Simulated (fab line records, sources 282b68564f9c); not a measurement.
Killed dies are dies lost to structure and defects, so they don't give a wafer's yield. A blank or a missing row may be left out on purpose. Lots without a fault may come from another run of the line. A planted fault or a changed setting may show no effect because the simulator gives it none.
fab line records | flow rit_cmos | part 2 of 2: steps 26 to 37 of 37
record lots=5 wafers=15 last_day=7
route steps=202 shown PLDD@121 SPACER@125 NSD@131 PSD@142 SDANNEAL@153
lots that met no fault: from a run of the same line without faults
start_h: hours from the record's first day to the start of the lot's first wafer shown | wait_h: hours since the lot's step before | " the same as in the row above | L1.1+2: a row that stands for several wafers | - no value, or no start given | * or withheld: withheld | < > ~ a bound
route shown NAME@n: a module of which the file shows steps, and the number in the route of the first | usual: mean/standard deviation of fault-free wafers | same: alike in all rows | chamber/n: place in a boat | sites: the reading at each site | _std_site: their standard deviation | _edge_site: outer sites' mean less inner sites' | radius_mm: how far each site lies from the wafer's centre | mask NAME#n: copy n | behind: the tool/chamber that last shaped the wafer | hold: why the lot was held/for how many hours/how that ended | device: the transistor (n, p or np) that didn't switch | end of line: the same wafers' tests at the end of the route | a step without rows: its recipe alone | killed: dies lost to structure and defects at the first sort, not the wafer's yield | map: a wafer's dies, x killed, . not, _ none there
set.NAME: the setting as run; set.NAME@STEP: as run at that earlier step | model.NAME: the simulator's own value behind a step, which no gauge read
lots at some steps of the route; a table a step, a row a wafer
services: from which hour (start_h, from the record's first day; less than 0 if before it) a tool's chamber was out of use, for how many hours, and why
## steps
# step RIT_PSD_PEB_04
# recipe resist=NOVOLAK temp_c=withheld time_s=withheld
# usual exhaust_pa=45.0/0.98
# columns lot.wafer tool chamber start_h wait_h exhaust_pa
L080.1 litho_track-04 0 93.18 0.1 44.1
L080.4 " 0 " " 42.1
L080.6 " 0 " " 45.0
L086.1 litho_track-04 0 113.11 0.1 46.3
L086.4 " 0 " " 46.1
L086.6 " 0 " " 45.5
L087.1 litho_track-04 0 119.09 0.1 45.0
L087.3 " 0 " " 44.4
L087.6 " 0 " " 43.5
L088.1 litho_track-03 0 121.06 0.1 44.7
L088.2 " 0 " " 46.1
L088.6 " 0 " " 46.2
L094.2 litho_track-01 0 154.19 0.1 46.4
L094.5 " 0 " " 45.4
L094.6 " 0 " " 45.4
# step RIT_PSD_DEVELOP_05
# recipe resist=NOVOLAK develop_time_s=50 dev_temp_c=23
# usual exhaust_pa=45.1/0.91
# columns lot.wafer tool chamber start_h wait_h exhaust_pa
L080.1 litho_track-04 0 - - 44.9
L080.4 " 0 " " 46.8
L080.6 " 0 " " 45.2
L086.1 litho_track-04 0 - - 45.1
L086.4 " 0 " " 46.1
L086.6 " 0 " " 45.7
L087.1 litho_track-04 0 - - 45.7
L087.3 " 0 " " 44.9
L087.6 " 0 " " 45.2
L088.1 litho_track-03 0 - - 43.5
L088.2 " 0 " " 44.5
L088.6 " 0 " " 45.2
L094.2 litho_track-01 0 - - 44.6
L094.5 " 0 " " 43.6
L094.6 " 0 " " 43.6
# step RIT_PSD_OVL_MEAS_06
# usual PSD_OVL=2.3/1.2
# columns lot.wafer tool chamber start_h wait_h PSD_OVL[nm]
L080.1 overlay-01 - 93.46 - 3.9
L080.4 " - " " 1.5
L080.6 " - " " 1.7
L086.1 overlay-02 - 113.39 - 0.2
L086.4 " - " " -0.4
L086.6 " - " " 1.3
L087.1 overlay-02 - 119.37 - 1.8
L087.3 " - " " 0.1
L087.6 " - " " 1.4
L088.1 overlay-01 - 121.34 - 2.9
L088.2 " - " " 4.4
L088.6 " - " " 3.4
L094.2 overlay-01 - 154.45 - 2.0
L094.5 " - " " 0.7
L094.6 " - " " 3.6
# step RIT_PSD_HARDBAKE_07
# recipe resist=NOVOLAK temp_c=140 time_s=60
# usual exhaust_pa=44.8/0.9 heater_power_total_W=62.55/0.048
# columns lot.wafer tool chamber start_h wait_h exhaust_pa heater_power_total_W
L080.1 litho_track-03 0 93.53 0.1 44.3 62.53
L080.4 " 0 " " 46.0 62.45
L080.6 " 0 " " 45.3 62.53
L086.1 litho_track-01 0 113.43 0.0 44.9 62.58
L086.4 " 0 " " 45.3 62.56
L086.6 " 0 " " 44.2 62.60
L087.1 litho_track-03 0 119.48 0.1 44.7 62.56
L087.3 " 0 " " 45.3 62.50
L087.6 " 0 " " 45.8 62.60
L088.1 litho_track-04 0 121.38 0.0 43.9 62.53
L088.2 " 0 " " 43.6 62.59
L088.6 " 0 " " 42.9 62.55
L094.2 litho_track-01 0 154.51 0.0 44.5 62.55
L094.5 " 0 " " 44.5 62.57
L094.6 " 0 " " 45.7 62.60
# step RIT_PSD_IMPLANT_08
# recipe species=BF2 energy_kev=27 dose_cm2=5.075e+15 tilt_deg=7
# usual beam_on_s=12.9/1
# columns lot.wafer tool chamber start_h wait_h beam_on_s
L080.1 implanter-03 0 93.68 0.1 12.2
L080.4 " 0 " " 12.3
L080.6 " 0 " " 12.1
L086.1 implanter-02 0 113.58 0.1 13.9
L086.4 " 0 " " 14.5
L086.6 " 0 " " 14.6
L087.1 implanter-03 0 119.63 0.1 12.3
L087.3 " 0 " " 12.3
L087.6 " 0 " " 12.4
L088.1 implanter-03 0 121.53 0.1 12.3
L088.2 " 0 " " 11.9
L088.6 " 0 " " 12.3
L094.2 implanter-04 0 154.66 0.1 12.4
L094.5 " 0 " " 12.4
L094.6 " 0 " " 12.5
# step RIT_PSD_STRIP_09
# recipe chemistry=O2 time_s=180 resist=NOVOLAK platen_temp_c=withheld power_w=500 pressure_mtorr=4000 o2_flow_sccm=4000
# usual drypump_motor_current_A=5.8/0.31 o2_flow_sccm=4001/11
# columns lot.wafer tool chamber start_h wait_h drypump_motor_current_A o2_flow_sccm rf_hours_counter_h
L080.1 plasma_asher-04 0 93.83 0.1 6.0 4002 46
L080.4 " 1 " " 5.8 4004 -
L080.6 " 0 " " 6.0 4006 -
L086.1 plasma_asher-03 0 113.73 0.1 5.5 4011 34
L086.4 " 0 " " 5.5 4000 -
L086.6 " 1 " " 5.4 3986 -
L087.1 plasma_asher-04 1 119.78 0.1 5.8 4008 50
L087.3 " 0 " " 6.0 4010 -
L087.6 " 0 " " 6.0 4024 -
L088.1 plasma_asher-04 1 121.68 0.1 5.8 3990 50
L088.2 " 0 " " 6.0 4001 50
L088.6 " 0 " " 6.0 3999 -
L094.2 plasma_asher-01 0 154.78 0.1 5.5 4015 4
L094.5 " 1 " " 6.4 3990 -
L094.6 " 0 " " 5.5 4014 -
# step RIT_PSD_TW_MEAS_10
# usual PSD_TW=3444/27
# columns lot.wafer tool chamber start_h wait_h PSD_TW
L080.1 film_metro-03 - 94.01 0.1 3457
L080.4 " - " " 3431
L080.6 " - " " 3441
L086.1 film_metro-03 - 113.90 0.1 3435
L086.4 " - " " 3421
L086.6 " - " " 3416
L087.1 film_metro-04 - 119.96 0.1 3408
L087.3 " - " " 3421
L087.6 " - " " 3419
L088.1 film_metro-01 - 121.86 0.1 3468
L088.2 " - " " 3470
L088.6 " - " " 3492
L094.2 film_metro-01 - 154.97 0.1 3454
L094.5 " - " " 3486
L094.6 " - " " 3476
# step RIT_SDANNEAL_CLEAN_00
# recipe chemistry=SC1 mix=3:3:50 time_s=600 temp_c=75
# columns lot.wafer tool chamber start_h wait_h
L080.1+4+6 wet_bench-03 2 94.07 0.1
L086.1+4+6 wet_bench-04 1 113.96 0.1
L087.1+3+6 wet_bench-02 2 120.02 0.1
L088.1+2+6 wet_bench-03 0 121.92 0.1
L094.2+5+6 wet_bench-02 2 155.02 0.0
# step RIT_SDANNEAL_CLEAN_01
# recipe chemistry=dHF dilution=50:1 time_s=30
# columns lot.wafer tool chamber start_h wait_h
L080.1+4+6 wet_bench-04 2 94.26 0.0
L086.1+4+6 wet_bench-02 1 114.14 0.0
L087.1+3+6 wet_bench-03 3 120.23 0.0
L088.1+2+6 wet_bench-02 0 122.09 0.0
L094.2+5+6 wet_bench-04 2 155.40 0.0
# step RIT_SDANNEAL_CLEAN_02
# recipe chemistry=SC2 mix=3:3:50 time_s=600 temp_c=75 dry=n2_spin
# columns lot.wafer tool chamber start_h wait_h
L080.1+4+6 wet_bench-02 0 94.27 0.0
L086.1+4+6 wet_bench-03 0 114.16 0.0
L087.1+3+6 wet_bench-02 3 120.24 0.0
L088.1+2+6 wet_bench-03 2 122.11 0.0
L094.2+5+6 wet_bench-03 1 155.42 0.0
# step RIT_SDANNEAL_RTA_03
# recipe temp_c=1050 time_s=5 idle_temp_c=600 ramp_up_c_per_s=342 ramp_down_c_per_s=171 cool_to_c=600 ambient=N2
# usual ramp_up_c_per_s=342.00/0.066 wafer_temp_C_max=1053.6/1.2
# columns lot.wafer tool chamber start_h wait_h ramp_up_c_per_s wafer_temp_C_max
L080.1 rtp_anneal-02 0 94.45 0.0 342.03 1054.1
L080.4 " 0 " " 341.99 1052.8
L080.6 " 0 " " 342.03 1052.6
L086.1 rtp_anneal-02 0 114.35 0.0 342.03 1052.8
L086.4 " 0 " " 341.95 1054.3
L086.6 " 0 " " 342.01 1054.4
L087.1 rtp_anneal-01 0 120.45 0.0 341.95 1053.4
L087.3 " 0 " " 341.96 1052.2
L087.6 " 0 " " 342.02 1053.2
L088.1 rtp_anneal-02 0 122.29 0.0 342.04 1052.8
L088.2 " 0 " " 342.05 1053.4
L088.6 " 0 " " 341.92 1053.1
L094.2 rtp_anneal-01 0 155.60 0.0 342.12 1055.6
L094.5 " 0 " " 341.90 1053.6
L094.6 " 0 " " 341.93 1053.6
# step RIT_SDANNEAL_RS_MEAS_04
# recipe thk_meas_gauge=four-point-probe
# usual PSD_RS=115.8/0.32
# columns lot.wafer tool chamber start_h wait_h PSD_RS[ohm/sq]
L080.1 film_metro-04 - 94.51 0.0 115.6
L080.4 " - " " 115.7
L080.6 " - " " 115.8
L086.1 film_metro-01 - 114.41 0.0 115.8
L086.4 " - " " 115.7
L086.6 " - " " 115.9
L087.1 film_metro-01 - 120.51 0.0 116.1
L087.3 " - " " 115.7
L087.6 " - " " 115.7
L088.1 film_metro-01 - 122.34 0.0 116.2
L088.2 " - " " 115.9
L088.6 " - " " 115.3
L094.2 film_metro-04 - 155.67 0.1 115.8
L094.5 " - " " 115.6
L094.6 " - " " 115.8
## services
# columns tool chamber start_h hours kind
rie_diel-02 - 64.26 4.1 repair
rtp_anneal-01 - 65.47 3.1 pm
rie_diel-02 0 68.20 5.4 repair
rie_diel-01 3 105.95 - clean
rie_diel-01 3 105.95 18.8 scheduled_down
rie_diel-01 3 105.95 18.8 vent_cycle
implanter-02 - 107.07 6.0 repair
plasma_asher-01 - 108.75 9.0 pm
plasma_asher-01 0 108.75 9.0 vent_cycle
plasma_asher-01 1 108.75 9.0 vent_cycle
plasma_asher-01 0 117.75 - clean
plasma_asher-01 1 117.75 - clean
iline_stepper-01 - 119.09 28.9 pm
rie_diel-02 1 119.49 15.3 repair
implanter-03 - 121.80 3.5 repair
rie_diel-01 2 137.42 13.6 repair
plasma_asher-02 - 142.05 0.5 repair
implanter-04 - 144.61 3.6 repair
implanter-02 - 145.78 10.3 pm
plasma_asher-01 - 145.83 2.8 pm
iline_stepper-02 - 145.97 35.9 repair
rie_diel-01 0 147.65 1.4 repair
rie_diel-02 - 153.71 14.6 pm
rtp_anneal-02 - 154.06 4.2 pm
